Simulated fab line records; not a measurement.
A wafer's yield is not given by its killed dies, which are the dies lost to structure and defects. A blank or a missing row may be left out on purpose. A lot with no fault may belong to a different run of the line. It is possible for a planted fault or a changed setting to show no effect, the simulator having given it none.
fab line records || flow berkeleyCmos170
record: {"lots": 6, "wafers": 18, "lastDay": 11}
route steps=331 shown SILICIDE@212 CONTACT@216
lots with no fault: from the same line, run without faults
startH: hours from the record's opening day to when the first of the lot's shown wafers began || waitH: how many hours have passed since the lot's step before this one || " same as the row above || L1.1+2: a row that stands for several wafers || - no value, or no start was given || * or withheld: withheld || < > ~ a bound
route shown NAME@n: a module of which the file shows steps, and the number in the route of the first || usual: mean/standard deviation taken from wafers without a fault || same: alike in all rows || chamber/n: place in a boat || sites: per-site readings || _std_site: standard deviation across them || _edge_site: outer sites' mean less inner sites' || radiusMm: how far each site lies from the wafer's centre || mask NAME#n: copy n || behind: tool/chamber where the wafer was last shaped || hold: what put the lot on hold/how long, in hours/how the hold closed || device: whichever transistor did not switch (one of n, p or np) || end of line: the route-end tests of the same wafers || a step with no rows: only its recipe || killed: dies that structure and defects cost at the first sort, which is not the same as the wafer's yield || map: the dies of a wafer, with x for killed, . for not killed, _ for no die there
set.NAME: the setting that was run; set.NAME@STEP: the one run at that earlier step || model.NAME: the simulator's own value behind a step, which no gauge read
lots at some steps of the route; a table a step, a row a wafer
services: a tool's chamber out of use, with start hour (startH, from the record's first day; less than 0 if before it), hours out, and reason
== steps ==
step: UCB170_SILICIDE_RS_MEAS_02
recipe: {"thkMeasGauge": "four-point-probe", "reads": "Ti_of_SILICIDE_SPUTTER_01"}
usual: {"SILICIDE_TI_RS": "24.8/0.41"}
{"lot.wafer": "L980.4", "tool": "filmMetro-02", "chamber": "-", "startH": 194.07, "waitH": 0.1, "SILICIDE_TI_RS[ohm/sq]": 25.1}
{"lot.wafer": "L980.5", "tool": "filmMetro-02", "chamber": "-", "startH": 194.07, "waitH": 0.1, "SILICIDE_TI_RS[ohm/sq]": 24.8}
{"lot.wafer": "L980.6", "tool": "filmMetro-02", "chamber": "-", "startH": 194.07, "waitH": 0.1, "SILICIDE_TI_RS[ohm/sq]": 25.5}
{"lot.wafer": "L982.1", "tool": "filmMetro-04", "chamber": "-", "startH": 194.11, "waitH": 0.0, "SILICIDE_TI_RS[ohm/sq]": 24.6}
{"lot.wafer": "L982.5", "tool": "filmMetro-04", "chamber": "-", "startH": 194.11, "waitH": 0.0, "SILICIDE_TI_RS[ohm/sq]": 24.9}
{"lot.wafer": "L982.6", "tool": "filmMetro-04", "chamber": "-", "startH": 194.11, "waitH": 0.0, "SILICIDE_TI_RS[ohm/sq]": 24.9}
{"lot.wafer": "L983.1", "tool": "filmMetro-03", "chamber": "-", "startH": 221.25, "waitH": 0.1, "SILICIDE_TI_RS[ohm/sq]": 25.2}
{"lot.wafer": "L983.4", "tool": "filmMetro-03", "chamber": "-", "startH": 221.25, "waitH": 0.1, "SILICIDE_TI_RS[ohm/sq]": 24.7}
{"lot.wafer": "L983.5", "tool": "filmMetro-03", "chamber": "-", "startH": 221.25, "waitH": 0.1, "SILICIDE_TI_RS[ohm/sq]": 24.9}
{"lot.wafer": "L985.1", "tool": "filmMetro-04", "chamber": "-", "startH": 221.64, "waitH": 0.0, "SILICIDE_TI_RS[ohm/sq]": 24.8}
{"lot.wafer": "L985.2", "tool": "filmMetro-04", "chamber": "-", "startH": 221.64, "waitH": 0.0, "SILICIDE_TI_RS[ohm/sq]": 24.5}
{"lot.wafer": "L985.4", "tool": "filmMetro-04", "chamber": "-", "startH": 221.64, "waitH": 0.0, "SILICIDE_TI_RS[ohm/sq]": 24.8}
{"lot.wafer": "L986.3", "tool": "filmMetro-03", "chamber": "-", "startH": 221.68, "waitH": 0.1, "SILICIDE_TI_RS[ohm/sq]": 25.4}
{"lot.wafer": "L986.4", "tool": "filmMetro-03", "chamber": "-", "startH": 221.68, "waitH": 0.1, "SILICIDE_TI_RS[ohm/sq]": 24.5}
{"lot.wafer": "L986.5", "tool": "filmMetro-03", "chamber": "-", "startH": 221.68, "waitH": 0.1, "SILICIDE_TI_RS[ohm/sq]": 24.8}
{"lot.wafer": "L990.3", "tool": "filmMetro-03", "chamber": "-", "startH": 236.96, "waitH": 0.1, "SILICIDE_TI_RS[ohm/sq]": 24.9}
{"lot.wafer": "L990.4", "tool": "filmMetro-03", "chamber": "-", "startH": 236.96, "waitH": 0.1, "SILICIDE_TI_RS[ohm/sq]": 24.8}
{"lot.wafer": "L990.6", "tool": "filmMetro-03", "chamber": "-", "startH": 236.96, "waitH": 0.1, "SILICIDE_TI_RS[ohm/sq]": 25.1}
step: UCB170_SILICIDE_THK_MEAS_03
recipe: {"thkMeasGauge": "xrf", "reads": "Ti_of_SILICIDE_SPUTTER_01"}
usual: {"SILICIDE_TI_THK": "31.6/0.45"}
{"lot.wafer": "L980.4", "tool": "filmMetro-02", "chamber": "-", "startH": 194.16, "waitH": 0.1, "SILICIDE_TI_THK[nm]": 31.8}
{"lot.wafer": "L980.5", "tool": "filmMetro-02", "chamber": "-", "startH": 194.16, "waitH": 0.1, "SILICIDE_TI_THK[nm]": 31.8}
{"lot.wafer": "L980.6", "tool": "filmMetro-02", "chamber": "-", "startH": 194.16, "waitH": 0.1, "SILICIDE_TI_THK[nm]": 31.5}
{"lot.wafer": "L982.1", "tool": "filmMetro-04", "chamber": "-", "startH": 194.23, "waitH": 0.1, "SILICIDE_TI_THK[nm]": 31.8}
{"lot.wafer": "L982.5", "tool": "filmMetro-04", "chamber": "-", "startH": 194.23, "waitH": 0.1, "SILICIDE_TI_THK[nm]": 31.3}
{"lot.wafer": "L982.6", "tool": "filmMetro-04", "chamber": "-", "startH": 194.23, "waitH": 0.1, "SILICIDE_TI_THK[nm]": 31.3}
{"lot.wafer": "L983.1", "tool": "filmMetro-03", "chamber": "-", "startH": 221.37, "waitH": 0.1, "SILICIDE_TI_THK[nm]": 31.4}
{"lot.wafer": "L983.4", "tool": "filmMetro-03", "chamber": "-", "startH": 221.37, "waitH": 0.1, "SILICIDE_TI_THK[nm]": 31.9}
{"lot.wafer": "L983.5", "tool": "filmMetro-03", "chamber": "-", "startH": 221.37, "waitH": 0.1, "SILICIDE_TI_THK[nm]": 31.7}
{"lot.wafer": "L985.1", "tool": "filmMetro-04", "chamber": "-", "startH": 221.76, "waitH": 0.1, "SILICIDE_TI_THK[nm]": 31.6}
{"lot.wafer": "L985.2", "tool": "filmMetro-04", "chamber": "-", "startH": 221.76, "waitH": 0.1, "SILICIDE_TI_THK[nm]": 31.9}
{"lot.wafer": "L985.4", "tool": "filmMetro-04", "chamber": "-", "startH": 221.76, "waitH": 0.1, "SILICIDE_TI_THK[nm]": 31.5}
{"lot.wafer": "L986.3", "tool": "filmMetro-03", "chamber": "-", "startH": 221.78, "waitH": 0.1, "SILICIDE_TI_THK[nm]": 31.0}
{"lot.wafer": "L986.4", "tool": "filmMetro-03", "chamber": "-", "startH": 221.78, "waitH": 0.1, "SILICIDE_TI_THK[nm]": 31.9}
{"lot.wafer": "L986.5", "tool": "filmMetro-03", "chamber": "-", "startH": 221.78, "waitH": 0.1, "SILICIDE_TI_THK[nm]": 31.7}
{"lot.wafer": "L990.3", "tool": "filmMetro-03", "chamber": "-", "startH": 237.06, "waitH": 0.1, "SILICIDE_TI_THK[nm]": 31.6}
{"lot.wafer": "L990.4", "tool": "filmMetro-03", "chamber": "-", "startH": 237.06, "waitH": 0.1, "SILICIDE_TI_THK[nm]": 31.8}
{"lot.wafer": "L990.6", "tool": "filmMetro-03", "chamber": "-", "startH": 237.06, "waitH": 0.1, "SILICIDE_TI_THK[nm]": 31.6}
step: UCB170_SILICIDE_RTA_04
recipe: {"tempC": 650, "timeS": 15, "ambient": "N2"}
usual: {"annealTempCMax": "652.6/0.51", "chamberO2Ppm": "2.000/0.018", "lampPowerPct": "12.9/0.34", "wafer_temp_C_max": "652.2/0.81"}
{"lot.wafer": "L980.4", "tool": "rtpAnneal-01", "chamber": 0, "startH": 194.23, "waitH": 0.1, "annealTempCMax": 653.2, "chamberO2Ppm": 2.005, "lampPowerPct": 12.6, "wafer_temp_C_max": 653.8}
{"lot.wafer": "L980.5", "tool": "rtpAnneal-01", "chamber": 0, "startH": 194.23, "waitH": 0.1, "annealTempCMax": 652.5, "chamberO2Ppm": 2.013, "lampPowerPct": 12.6, "wafer_temp_C_max": 653.4}
{"lot.wafer": "L980.6", "tool": "rtpAnneal-01", "chamber": 0, "startH": 194.23, "waitH": 0.1, "annealTempCMax": 652.2, "chamberO2Ppm": 1.992, "lampPowerPct": 12.5, "wafer_temp_C_max": 653.0}
{"lot.wafer": "L982.1", "tool": "rtpAnneal-02", "chamber": 0, "startH": 194.29, "waitH": 0.1, "annealTempCMax": 653.0, "chamberO2Ppm": 1.997, "lampPowerPct": 13.2, "wafer_temp_C_max": 652.0}
{"lot.wafer": "L982.5", "tool": "rtpAnneal-02", "chamber": 0, "startH": 194.29, "waitH": 0.1, "annealTempCMax": 651.8, "chamberO2Ppm": 1.987, "lampPowerPct": 13.2, "wafer_temp_C_max": 651.8}
{"lot.wafer": "L982.6", "tool": "rtpAnneal-02", "chamber": 0, "startH": 194.29, "waitH": 0.1, "annealTempCMax": 653.6, "chamberO2Ppm": 1.969, "lampPowerPct": 13.2, "wafer_temp_C_max": 651.7}
{"lot.wafer": "L983.1", "tool": "rtpAnneal-01", "chamber": 0, "startH": 221.43, "waitH": 0.1, "annealTempCMax": 652.0, "chamberO2Ppm": 1.996, "lampPowerPct": 12.6, "wafer_temp_C_max": 653.1}
{"lot.wafer": "L983.4", "tool": "rtpAnneal-01", "chamber": 0, "startH": 221.43, "waitH": 0.1, "annealTempCMax": 652.2, "chamberO2Ppm": 2.037, "lampPowerPct": 12.6, "wafer_temp_C_max": 653.1}
{"lot.wafer": "L983.5", "tool": "rtpAnneal-01", "chamber": 0, "startH": 221.43, "waitH": 0.1, "annealTempCMax": 651.8, "chamberO2Ppm": 2.006, "lampPowerPct": 12.6, "wafer_temp_C_max": 652.8}
{"lot.wafer": "L985.1", "tool": "rtpAnneal-02", "chamber": 0, "startH": 221.82, "waitH": 0.1, "annealTempCMax": 652.7, "chamberO2Ppm": 1.979, "lampPowerPct": 13.2, "wafer_temp_C_max": 651.4}
{"lot.wafer": "L985.2", "tool": "rtpAnneal-02", "chamber": 0, "startH": 221.82, "waitH": 0.1, "annealTempCMax": 652.7, "chamberO2Ppm": 1.983, "lampPowerPct": 13.2, "wafer_temp_C_max": 651.0}
{"lot.wafer": "L985.4", "tool": "rtpAnneal-02", "chamber": 0, "startH": 221.82, "waitH": 0.1, "annealTempCMax": 652.4, "chamberO2Ppm": 1.996, "lampPowerPct": 13.2, "wafer_temp_C_max": 651.2}
{"lot.wafer": "L986.3", "tool": "rtpAnneal-01", "chamber": 0, "startH": 221.85, "waitH": 0.1, "annealTempCMax": 652.9, "chamberO2Ppm": 2.014, "lampPowerPct": 12.6, "wafer_temp_C_max": 653.3}
{"lot.wafer": "L986.4", "tool": "rtpAnneal-01", "chamber": 0, "startH": 221.85, "waitH": 0.1, "annealTempCMax": 653.1, "chamberO2Ppm": 1.987, "lampPowerPct": 12.6, "wafer_temp_C_max": 653.1}
{"lot.wafer": "L986.5", "tool": "rtpAnneal-01", "chamber": 0, "startH": 221.85, "waitH": 0.1, "annealTempCMax": 652.5, "chamberO2Ppm": 2.018, "lampPowerPct": 12.5, "wafer_temp_C_max": 652.0}
{"lot.wafer": "L990.3", "tool": "rtpAnneal-02", "chamber": 0, "startH": 237.15, "waitH": 0.1, "annealTempCMax": 652.3, "chamberO2Ppm": 1.991, "lampPowerPct": 13.3, "wafer_temp_C_max": 651.7}
{"lot.wafer": "L990.4", "tool": "rtpAnneal-02", "chamber": 0, "startH": 237.15, "waitH": 0.1, "annealTempCMax": 652.6, "chamberO2Ppm": 1.981, "lampPowerPct": 13.2, "wafer_temp_C_max": 651.4}
{"lot.wafer": "L990.6", "tool": "rtpAnneal-02", "chamber": 0, "startH": 237.15, "waitH": 0.1, "annealTempCMax": 652.2, "chamberO2Ppm": 1.980, "lampPowerPct": 13.2, "wafer_temp_C_max": 651.5}
step: UCB170_SILICIDE_WET_ETCH_05
recipe: {"chemistry": "SPM", "timeS": 45, "tempC": 120, "target": "Ti"}
step: UCB170_CONTACT_CLEAN_00
recipe: {"chemistry": "SPM", "tempC": 120, "timeS": 600}
step: UCB170_CONTACT_CVD_01
recipe: {"material": "PSG", "targetThkNm": 700, "tempC": 450, "precursor": "SiH4/O2/PH3", "timeS": 2820, "pressureMtorr": 300, "sih4FlowSccm": 60, "o2FlowSccm": 90, "ph3FlowSccm": 25}
step: UCB170_CONTACT_THK_MEAS_02
recipe: {"reads": "PSG_of_CONTACT_CVD_01"}
usual: {"CONTACT_PSG_THK": "700/5.7"}
{"lot.wafer": "L982.1", "tool": "filmMetro-04", "chamber": "-", "startH": 197.17, "waitH": 0.0, "CONTACT_PSG_THK[nm]": 702}
{"lot.wafer": "L982.5", "tool": "filmMetro-04", "chamber": "-", "startH": 197.17, "waitH": 0.0, "CONTACT_PSG_THK[nm]": 708}
{"lot.wafer": "L982.6", "tool": "filmMetro-04", "chamber": "-", "startH": 197.17, "waitH": 0.0, "CONTACT_PSG_THK[nm]": 704}
{"lot.wafer": "L980.4", "tool": "filmMetro-02", "chamber": "-", "startH": 197.20, "waitH": 0.0, "CONTACT_PSG_THK[nm]": 687}
{"lot.wafer": "L980.5", "tool": "filmMetro-02", "chamber": "-", "startH": 197.20, "waitH": 0.0, "CONTACT_PSG_THK[nm]": 691}
{"lot.wafer": "L980.6", "tool": "filmMetro-02", "chamber": "-", "startH": 197.20, "waitH": 0.0, "CONTACT_PSG_THK[nm]": 692}
{"lot.wafer": "L983.1", "tool": "filmMetro-04", "chamber": "-", "startH": 224.99, "waitH": 0.0, "CONTACT_PSG_THK[nm]": 705}
{"lot.wafer": "L983.4", "tool": "filmMetro-04", "chamber": "-", "startH": 224.99, "waitH": 0.0, "CONTACT_PSG_THK[nm]": 706}
{"lot.wafer": "L983.5", "tool": "filmMetro-04", "chamber": "-", "startH": 224.99, "waitH": 0.0, "CONTACT_PSG_THK[nm]": 701}
{"lot.wafer": "L985.1", "tool": "filmMetro-01", "chamber": "-", "startH": 225.03, "waitH": 0.0, "CONTACT_PSG_THK[nm]": 700}
{"lot.wafer": "L985.2", "tool": "filmMetro-01", "chamber": "-", "startH": 225.03, "waitH": 0.0, "CONTACT_PSG_THK[nm]": 700}
{"lot.wafer": "L985.4", "tool": "filmMetro-01", "chamber": "-", "startH": 225.03, "waitH": 0.0, "CONTACT_PSG_THK[nm]": 698}
{"lot.wafer": "L986.3", "tool": "filmMetro-02", "chamber": "-", "startH": 225.06, "waitH": 0.1, "CONTACT_PSG_THK[nm]": 705}
{"lot.wafer": "L986.4", "tool": "filmMetro-02", "chamber": "-", "startH": 225.06, "waitH": 0.1, "CONTACT_PSG_THK[nm]": 716}
{"lot.wafer": "L986.5", "tool": "filmMetro-02", "chamber": "-", "startH": 225.06, "waitH": 0.1, "CONTACT_PSG_THK[nm]": 710}
{"lot.wafer": "L990.3", "tool": "filmMetro-02", "chamber": "-", "startH": 242.70, "waitH": 0.0, "CONTACT_PSG_THK[nm]": 698}
{"lot.wafer": "L990.4", "tool": "filmMetro-02", "chamber": "-", "startH": 242.70, "waitH": 0.0, "CONTACT_PSG_THK[nm]": 704}
{"lot.wafer": "L990.6", "tool": "filmMetro-02", "chamber": "-", "startH": 242.70, "waitH": 0.0, "CONTACT_PSG_THK[nm]": 701}
step: UCB170_CONTACT_HMDS_03
recipe: {"primeTimeS": 60, "primeTempC": 100}
step: UCB170_CONTACT_COAT_04
recipe: {"resist": "KrF", "spinRpm": 1500, "resistThkNm": 900}
step: UCB170_CONTACT_SOFTBAKE_05
recipe: {"resist": "KrF", "tempC": 130, "timeS": 60}
step: UCB170_CONTACT_STRIP_06
recipe: {"chemistry": "O2", "powerW": 400, "pressureMtorr": 3500, "platenTempC": "withheld", "o2FlowSccm": 400, "overashFraction": 0.5}
usual: {"drypumpMotorCurrentA": "5.7/0.36", "oesProductAu": "0.734/0.0046", "stripTimeToEndpointS": "21.95/0.058"}
{"lot.wafer": "L982.1", "tool": "plasmaAsher-01", "chamber": 1, "startH": 197.97, "waitH": 0.1, "drypumpMotorCurrentA": 5.9, "oesProductAu": 0.742, "rfHoursCounterH": 46, "stripTimeToEndpointS": 21.93}
{"lot.wafer": "L982.5", "tool": "plasmaAsher-01", "chamber": 0, "startH": 197.97, "waitH": 0.1, "drypumpMotorCurrentA": 5.5, "oesProductAu": 0.734, "rfHoursCounterH": "-", "stripTimeToEndpointS": 21.99}
{"lot.wafer": "L982.6", "tool": "plasmaAsher-01", "chamber": 1, "startH": 197.97, "waitH": 0.1, "drypumpMotorCurrentA": 5.9, "oesProductAu": 0.742, "rfHoursCounterH": "-", "stripTimeToEndpointS": 22.00}
{"lot.wafer": "L980.4", "tool": "plasmaAsher-03", "chamber": 1, "startH": 198.23, "waitH": 0.1, "drypumpMotorCurrentA": 5.1, "oesProductAu": 0.736, "rfHoursCounterH": "-", "stripTimeToEndpointS": 22.00}
{"lot.wafer": "L980.5", "tool": "plasmaAsher-03", "chamber": 0, "startH": 198.23, "waitH": 0.1, "drypumpMotorCurrentA": 5.3, "oesProductAu": 0.735, "rfHoursCounterH": "-", "stripTimeToEndpointS": 21.89}
{"lot.wafer": "L980.6", "tool": "plasmaAsher-03", "chamber": 1, "startH": 198.23, "waitH": 0.1, "drypumpMotorCurrentA": 5.1, "oesProductAu": 0.735, "rfHoursCounterH": "-", "stripTimeToEndpointS": 21.92}
{"lot.wafer": "L983.1", "tool": "plasmaAsher-04", "chamber": 0, "startH": 225.50, "waitH": 0.1, "drypumpMotorCurrentA": 6.2, "oesProductAu": 0.730, "rfHoursCounterH": 56, "stripTimeToEndpointS": 21.95}
{"lot.wafer": "L983.4", "tool": "plasmaAsher-04", "chamber": 0, "startH": 225.50, "waitH": 0.1, "drypumpMotorCurrentA": 6.1, "oesProductAu": 0.737, "rfHoursCounterH": "-", "stripTimeToEndpointS": 21.99}
{"lot.wafer": "L983.5", "tool": "plasmaAsher-04", "chamber": 1, "startH": 225.50, "waitH": 0.1, "drypumpMotorCurrentA": 5.8, "oesProductAu": 0.730, "rfHoursCounterH": "-", "stripTimeToEndpointS": 22.00}
{"lot.wafer": "L985.1", "tool": "plasmaAsher-01", "chamber": 0, "startH": 225.54, "waitH": 0.1, "drypumpMotorCurrentA": 5.5, "oesProductAu": 0.741, "rfHoursCounterH": 49, "stripTimeToEndpointS": 21.92}
{"lot.wafer": "L985.2", "tool": "plasmaAsher-01", "chamber": 1, "startH": 225.54, "waitH": 0.1, "drypumpMotorCurrentA": 5.9, "oesProductAu": 0.735, "rfHoursCounterH": 49, "stripTimeToEndpointS": 21.88}
{"lot.wafer": "L985.4", "tool": "plasmaAsher-01", "chamber": 0, "startH": 225.54, "waitH": 0.1, "drypumpMotorCurrentA": 5.5, "oesProductAu": 0.739, "rfHoursCounterH": "-", "stripTimeToEndpointS": 21.87}
{"lot.wafer": "L986.3", "tool": "plasmaAsher-03", "chamber": 0, "startH": 225.70, "waitH": 0.1, "drypumpMotorCurrentA": 5.3, "oesProductAu": 0.729, "rfHoursCounterH": "-", "stripTimeToEndpointS": 22.03}
{"lot.wafer": "L986.4", "tool": "plasmaAsher-03", "chamber": 1, "startH": 225.70, "waitH": 0.1, "drypumpMotorCurrentA": 5.1, "oesProductAu": 0.737, "rfHoursCounterH": "-", "stripTimeToEndpointS": 22.02}
{"lot.wafer": "L986.5", "tool": "plasmaAsher-03", "chamber": 1, "startH": 225.70, "waitH": 0.1, "drypumpMotorCurrentA": 5.1, "oesProductAu": 0.733, "rfHoursCounterH": "-", "stripTimeToEndpointS": 22.01}
{"lot.wafer": "L990.3", "tool": "plasmaAsher-01", "chamber": 1, "startH": 243.85, "waitH": 0.1, "drypumpMotorCurrentA": 5.9, "oesProductAu": 0.731, "rfHoursCounterH": "-", "stripTimeToEndpointS": 22.03}
{"lot.wafer": "L990.4", "tool": "plasmaAsher-01", "chamber": 0, "startH": 243.85, "waitH": 0.1, "drypumpMotorCurrentA": 5.5, "oesProductAu": 0.734, "rfHoursCounterH": "-", "stripTimeToEndpointS": 21.96}
{"lot.wafer": "L990.6", "tool": "plasmaAsher-01", "chamber": 0, "startH": 243.85, "waitH": 0.1, "drypumpMotorCurrentA": 5.5, "oesProductAu": 0.740, "rfHoursCounterH": "-", "stripTimeToEndpointS": 21.97}
step: UCB170_CONTACT_CLEAN_07
recipe: {"chemistry": "SPM", "tempC": 120, "timeS": 600}
step: UCB170_CONTACT_RTA_08
recipe: {"tempC": 900, "timeS": 10, "ambient": "N2"}
usual: {"annealTempCMax": "903.5/0.68", "chamberO2Ppm": "1.995/0.021", "lampPowerPct": "30.1/0.8", "wafer_temp_C_max": "903.2/1.1"}
{"lot.wafer": "L982.1", "tool": "rtpAnneal-01", "chamber": 0, "startH": 198.33, "waitH": 0.0, "annealTempCMax": 903.0, "chamberO2Ppm": 1.977, "lampPowerPct": 29.3, "wafer_temp_C_max": 904.4}
{"lot.wafer": "L982.5", "tool": "rtpAnneal-01", "chamber": 0, "startH": 198.33, "waitH": 0.0, "annealTempCMax": 903.1, "chamberO2Ppm": 1.979, "lampPowerPct": 29.3, "wafer_temp_C_max": 903.4}
{"lot.wafer": "L982.6", "tool": "rtpAnneal-01", "chamber": 0, "startH": 198.33, "waitH": 0.0, "annealTempCMax": 903.1, "chamberO2Ppm": 1.954, "lampPowerPct": 29.3, "wafer_temp_C_max": 903.9}
{"lot.wafer": "L980.4", "tool": "rtpAnneal-02", "chamber": 0, "startH": 198.54, "waitH": 0.0, "annealTempCMax": 903.8, "chamberO2Ppm": 1.983, "lampPowerPct": 30.9, "wafer_temp_C_max": 902.3}
{"lot.wafer": "L980.5", "tool": "rtpAnneal-02", "chamber": 0, "startH": 198.54, "waitH": 0.0, "annealTempCMax": 903.6, "chamberO2Ppm": 1.979, "lampPowerPct": 30.9, "wafer_temp_C_max": 901.9}
{"lot.wafer": "L980.6", "tool": "rtpAnneal-02", "chamber": 0, "startH": 198.54, "waitH": 0.0, "annealTempCMax": 903.8, "chamberO2Ppm": 1.962, "lampPowerPct": 30.9, "wafer_temp_C_max": 901.9}
{"lot.wafer": "L983.1", "tool": "rtpAnneal-02", "chamber": "-", "startH": 226.13, "waitH": 0.0, "annealTempCMax": "-", "chamberO2Ppm": "-", "lampPowerPct": "-", "wafer_temp_C_max": "-"}
{"lot.wafer": "L983.4", "tool": "rtpAnneal-02", "chamber": "-", "startH": 226.13, "waitH": 0.0, "annealTempCMax": "-", "chamberO2Ppm": "-", "lampPowerPct": "-", "wafer_temp_C_max": "-"}
{"lot.wafer": "L983.5", "tool": "rtpAnneal-02", "chamber": "-", "startH": 226.13, "waitH": 0.0, "annealTempCMax": "-", "chamberO2Ppm": "-", "lampPowerPct": "-", "wafer_temp_C_max": "-"}
{"lot.wafer": "L985.1", "tool": "rtpAnneal-01", "chamber": "-", "startH": 226.13, "waitH": 0.0, "annealTempCMax": "-", "chamberO2Ppm": "-", "lampPowerPct": "-", "wafer_temp_C_max": "-"}
{"lot.wafer": "L985.2", "tool": "rtpAnneal-01", "chamber": "-", "startH": 226.13, "waitH": 0.0, "annealTempCMax": "-", "chamberO2Ppm": "-", "lampPowerPct": "-", "wafer_temp_C_max": "-"}
{"lot.wafer": "L985.4", "tool": "rtpAnneal-01", "chamber": "-", "startH": 226.13, "waitH": 0.0, "annealTempCMax": "-", "chamberO2Ppm": "-", "lampPowerPct": "-", "wafer_temp_C_max": "-"}
{"lot.wafer": "L986.3", "tool": "rtpAnneal-01", "chamber": 0, "startH": 226.53, "waitH": 0.0, "annealTempCMax": 904.7, "chamberO2Ppm": 2.001, "lampPowerPct": 29.3, "wafer_temp_C_max": 906.1}
{"lot.wafer": "L986.4", "tool": "rtpAnneal-01", "chamber": 0, "startH": 226.53, "waitH": 0.0, "annealTempCMax": 903.6, "chamberO2Ppm": 1.989, "lampPowerPct": 29.3, "wafer_temp_C_max": 904.3}
{"lot.wafer": "L986.5", "tool": "rtpAnneal-01", "chamber": 0, "startH": 226.53, "waitH": 0.0, "annealTempCMax": 904.5, "chamberO2Ppm": 2.026, "lampPowerPct": 29.3, "wafer_temp_C_max": 904.8}
{"lot.wafer": "L990.3", "tool": "rtpAnneal-01", "chamber": 0, "startH": 244.21, "waitH": 0.0, "annealTempCMax": 903.3, "chamberO2Ppm": 2.036, "lampPowerPct": 29.3, "wafer_temp_C_max": 904.4}
{"lot.wafer": "L990.4", "tool": "rtpAnneal-01", "chamber": 0, "startH": 244.21, "waitH": 0.0, "annealTempCMax": 903.3, "chamberO2Ppm": 1.998, "lampPowerPct": 29.3, "wafer_temp_C_max": 903.6}
{"lot.wafer": "L990.6", "tool": "rtpAnneal-01", "chamber": 0, "startH": 244.21, "waitH": 0.0, "annealTempCMax": 903.3, "chamberO2Ppm": 2.012, "lampPowerPct": 29.3, "wafer_temp_C_max": 904.3}
step: UCB170_CONTACT_COAT_09
recipe: {"resist": "BARC", "tempC": "withheld", "timeS": "withheld", "spinRpm": 3000, "resistThkNm": "withheld"}
== services ==
{"tool": "plasmaAsher-01", "chamber": "-", "startH": 232.08, "hours": 2.8, "kind": "repair"}
== key ==
firstSign: {"step": "UCB170_CONTACT_RTA_08", "reading": "toolRecord", "direction": "missing"}
effect none on later readings
metAt UCB170_CONTACT_RTA_08
struckWafers L983.1,L983.4,L983.5,L985.1,L985.2,L985.4
laterRowsLeftOut L983.1,L983.4,L983.5,L985.1,L985.2,L985.4
sortLeftOut L983.1,L983.4,L983.5,L985.1,L985.2,L985.4
testerLeftOut L983,L985
onsetBetween 198.54 226.13
fault: {"kind": "skippedStepWhole", "tool": "rtpAnneal-01,rtpAnneal-02", "chamber": "-", "onsetH": 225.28, "steps": "UCB170_CONTACT_RTA_08", "scope": "struckLotsOnly"}
testerLeftOut: of these lots the tester's yield and bins aren't shown, on N5 and GAA mostly nor the transistor test; their killed dies are dies lost to structure and defects alone, not to doping, threshold or leakage, so they don't give the yield
sortLeftOut: the simulated sort isn't trusted on such a fault, so these wafers' sort isn't shown, and their yield isn't known
laterRowsLeftOut: the simulator's readings of these wafers behind a module that went badly wrong aren't trusted and aren't shown, but for the sort
